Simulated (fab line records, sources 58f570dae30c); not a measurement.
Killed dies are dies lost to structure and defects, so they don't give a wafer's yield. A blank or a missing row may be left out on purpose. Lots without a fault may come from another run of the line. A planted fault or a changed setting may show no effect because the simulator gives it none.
Which tool did it? | flow berkeley_cmos170 | 15 lots, 45 wafers sampled, at 6 steps of a route of 331

WHAT THE GAUGES READ, wafer by wafer
UCB170_WELLDRIVE_THK_MEAS_02.
lot  | measured    | on            | WELLDRIVE_OXIDE_THK (nm)
L534 | day 3 12:10 | film_metro-04 | 200 201 197
L537 | day 4 01:02 | film_metro-02 | 200 201 202
L536 | day 4 01:07 | film_metro-01 | 204 206 204
L538 | day 4 11:02 | film_metro-02 | 205 203 201
L539 | day 4 18:42 | film_metro-04 | 199 197 200
L541 | day 5 06:11 | film_metro-04 | 199 201 199
L542 | day 5 11:53 | film_metro-01 | 194 198 195
L543 | day 5 11:53 | film_metro-02 | 198 195 199
L544 | day 5 22:47 | film_metro-01 | 202 200 204
L546 | day 6 07:20 | film_metro-01 | 204 201 206
L547 | day 6 12:30 | film_metro-02 | 198 198 200
L548 | day 6 17:20 | film_metro-04 | 201 197 200
L549 | day 7 01:12 | film_metro-02 | 199 199 199
L555 | day 8 00:30 | film_metro-01 | 198 195 193
L556 | day 8 10:01 | film_metro-01 | 196 196 200

UCB170_ACTIVE_THK_MEAS_06.
lot  | measured    | on            | ACTIVE_NITRIDE_THK (nm)
L534 | day 4 07:35 | film_metro-01 | 223.0 220.0 224.2
L537 | day 4 12:04 | film_metro-01 | 216.4 215.6 216.8
L536 | day 4 12:04 | film_metro-04 | 220.3 220.5 219.0
L538 | day 5 05:18 | film_metro-04 | 219.7 219.5 219.2
L539 | day 5 17:41 | film_metro-04 | 219.2 218.8 219.3
L541 | day 6 01:43 | film_metro-04 | 219.2 219.0 219.2
L542 | day 6 01:41 | film_metro-01 | 218.9 217.2 217.1
L543 | day 6 01:41 | film_metro-03 | 221.8 222.3 222.1
L544 | day 6 10:46 | film_metro-03 | 220.7 222.5 220.3
L546 | day 6 22:28 | film_metro-04 | 219.9 223.4 222.4
L547 | day 6 22:31 | film_metro-03 | 220.0 219.4 218.6
L548 | day 7 06:08 | film_metro-03 | 217.8 216.6 217.9
L549 | day 7 14:49 | film_metro-01 | 216.3 216.7 219.3
L555 | day 8 17:36 | film_metro-04 | 218.8 217.0 219.6
L556 | day 9 06:14 | film_metro-04 | 223.7 224.0 221.8

UCB170_FIELD_THK_MEAS_90.
lot  | measured     | on            | FIELD_OXIDE_LEFT_1_THK (nm)
L534 | day 4 23:04  | film_metro-02 | 470 452 449
L537 | day 5 08:25  | film_metro-03 | 450 448 451
L536 | day 5 08:29  | film_metro-01 | 452 443 436
L538 | day 6 04:43  | film_metro-03 | 441 453 449
L539 | day 6 08:37  | film_metro-02 | 428 432 435
L541 | day 6 15:44  | film_metro-03 | 435 439 432
L542 | day 6 15:40  | film_metro-02 | 446 446 442
L543 | day 6 15:38  | film_metro-01 | 451 445 438
L544 | day 7 04:31  | film_metro-01 | 476 477 480
L546 | day 7 15:03  | film_metro-02 | 433 446 438
L547 | day 7 15:02  | film_metro-03 | 431 440 431
L548 | day 8 00:30  | film_metro-02 | 482 483 484
L549 | day 8 05:40  | film_metro-03 | 492 492 484
L555 | day 9 10:52  | film_metro-03 | 449 454 450
L556 | day 10 00:49 | film_metro-02 | 429 431 430

UCB170_SCREENOX_THK_MEAS_02.
lot  | measured     | on            | SCREENOX_OXIDE_THK (nm)
L534 | day 5 17:24  | film_metro-03 | 13.90 13.88 13.73
L537 | day 5 17:28  | film_metro-03 | 14.15 14.14 14.11
L536 | day 5 17:28  | film_metro-01 | 14.08 14.15 14.12
L538 | day 6 14:10  | film_metro-01 | 14.39 14.32 14.30
L539 | day 6 17:20  | film_metro-03 | 14.42 14.41 14.41
L541 | day 7 01:20  | film_metro-04 | 14.76 14.66 14.29
L542 | day 7 01:22  | film_metro-01 | 14.42 14.43 14.23
L543 | day 7 01:19  | film_metro-01 | 14.26 14.31 14.23
L544 | day 7 11:01  | film_metro-01 | 14.50 14.26 14.71
L546 | day 7 22:38  | film_metro-03 | 13.96 14.16 13.98
L547 | day 7 22:39  | film_metro-01 | 14.01 13.83 13.73
L548 | day 8 07:02  | film_metro-01 | 14.07 14.22 14.39
L549 | day 8 18:43  | film_metro-01 | 13.82 13.80 14.12
L555 | day 9 22:06  | film_metro-03 | 14.17 14.12 13.99
L556 | day 10 12:08 | film_metro-03 | 14.50 14.57 14.60

UCB170_FIELD_THK_MEAS_91.
lot  | measured     | on            | FIELD_OXIDE_LEFT_2_THK (nm)
L534 | day 6 04:46  | film_metro-02 | 382 364 361
L537 | day 6 06:11  | film_metro-01 | 361 360 362
L536 | day 6 06:11  | film_metro-02 | 362 354 348
L538 | day 6 18:25  | film_metro-03 | 353 365 361
L539 | day 6 23:23  | film_metro-02 | 340 344 347
L541 | day 7 12:42  | film_metro-02 | 347 352 344
L542 | day 7 13:07  | film_metro-02 | 359 358 355
L543 | day 7 12:23  | film_metro-02 | 364 357 349
L544 | day 7 16:54  | film_metro-01 | 387 389 392
L546 | day 8 05:45  | film_metro-02 | 344 357 349
L547 | day 8 08:06  | film_metro-01 | 343 352 343
L548 | day 8 14:11  | film_metro-03 | 393 395 395
L549 | day 9 01:22  | film_metro-02 | 403 404 395
L555 | day 10 05:49 | film_metro-02 | 361 365 362
L556 | day 10 21:20 | film_metro-01 | 338 341 340

WHICH TOOL RAN EACH LOT (tool, then ch and the chambers of the sampled wafers, then the start)
lot  | UCB170_FIELD_WET_ETCH_06
L534 | wet_bench-02 ch 0, day 4 23:02
L537 | wet_bench-02 ch 0, day 5 08:20
L536 | wet_bench-02 ch 2, day 5 08:20
L538 | wet_bench-03 ch 1, day 6 04:41
L539 | wet_bench-04 ch 2, day 6 08:36
L541 | wet_bench-03 ch 0, day 6 15:38
L542 | wet_bench-03 ch 0, day 6 15:38
L543 | wet_bench-03 ch 0, day 6 15:38
L544 | wet_bench-03 ch 0, day 7 04:29
L546 | wet_bench-02 ch 3, day 7 15:01
L547 | wet_bench-02 ch 1, day 7 15:01
L548 | wet_bench-03 ch 2, day 8 00:28
L549 | wet_bench-03 ch 0, day 8 05:38
L555 | wet_bench-04 ch 2, day 9 10:52
L556 | wet_bench-02 ch 3, day 10 00:46
- UCB170_FIELD_WET_ETCH_06: etches SiO2 in BOE, time 22 s.

WHAT THE TOOLS THEMSELVES READ (means of the sampled wafers that have a number; where no wafer has one, the mark that the record gives instead)
UCB170_FIELD_WET_ETCH_06.
lot  | tool         | run_length_s (s)
L534 | wet_bench-02 | 53.4
L537 | wet_bench-02 | 53.1
L536 | wet_bench-02 | 53.2
L538 | wet_bench-03 | 54.4
L539 | wet_bench-04 | 54.2
L541 | wet_bench-03 | 49.3
L542 | wet_bench-03 | 49.5
L543 | wet_bench-03 | 49.2
L544 | wet_bench-03 | 34.7
L546 | wet_bench-02 | 47.6
L547 | wet_bench-02 | 48.4
L548 | wet_bench-03 | 38.8
L549 | wet_bench-03 | 33.9
L555 | wet_bench-04 | 48.6
L556 | wet_bench-02 | 47.1

THE ANSWER, worked out from the rows above alone
Rule: what is usual is taken from the lots themselves. Put in order of their means at a reading, lots are off if they are a third of the lots or fewer, leave a main group of 4 or more, and stand apart from it by a gap of 3 or more times the standard deviation of the main group's means; of several such gaps the widest counts. A main group whose means are all the same, to the digits that the tables above print for the reading, isn't used. A lot without any number at a reading at which 4 lots or more have one is off too. The other lots that the step has rows for count as sound. The gauges are gone through in route order, then the tools' own readings, and for those a lot's mean is taken as printed above. The first step at which some lot is off is used, and at that step the reading that is off furthest; a lot without a number counts as furthest.
Off: L544, L548, L549, at UCB170_FIELD_WET_ETCH_06 (run_length_s). The main group: mean 50.7 s, standard deviation 2.6.
A tool fits if, at that step or a process step before it, it ran every lot that is off, and no sound lot after the first of them. One fits: wet_bench-03 at UCB170_FIELD_WET_ETCH_06. Its last sound lot is L541 (day 6 15:38), its first lot that is off L544 (day 7 04:29): a fault that began between those two fits.
The tool's own readings at UCB170_FIELD_WET_ETCH_06 bear it out: on the lots that are off they differ by more than 5 times the standard deviation of the sound lots' means. run_length_s reads 35.8 s there against 50.7 s on the sound lots.

WHAT THE SIMULATOR HAD PUT IN
Process parameter drift: wet_bench-03, from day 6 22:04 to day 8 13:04, at UCB170_FIELD_WET_ETCH_06. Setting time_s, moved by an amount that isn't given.
Lots struck among those shown: L544, L548, L549. The rule above found the same.
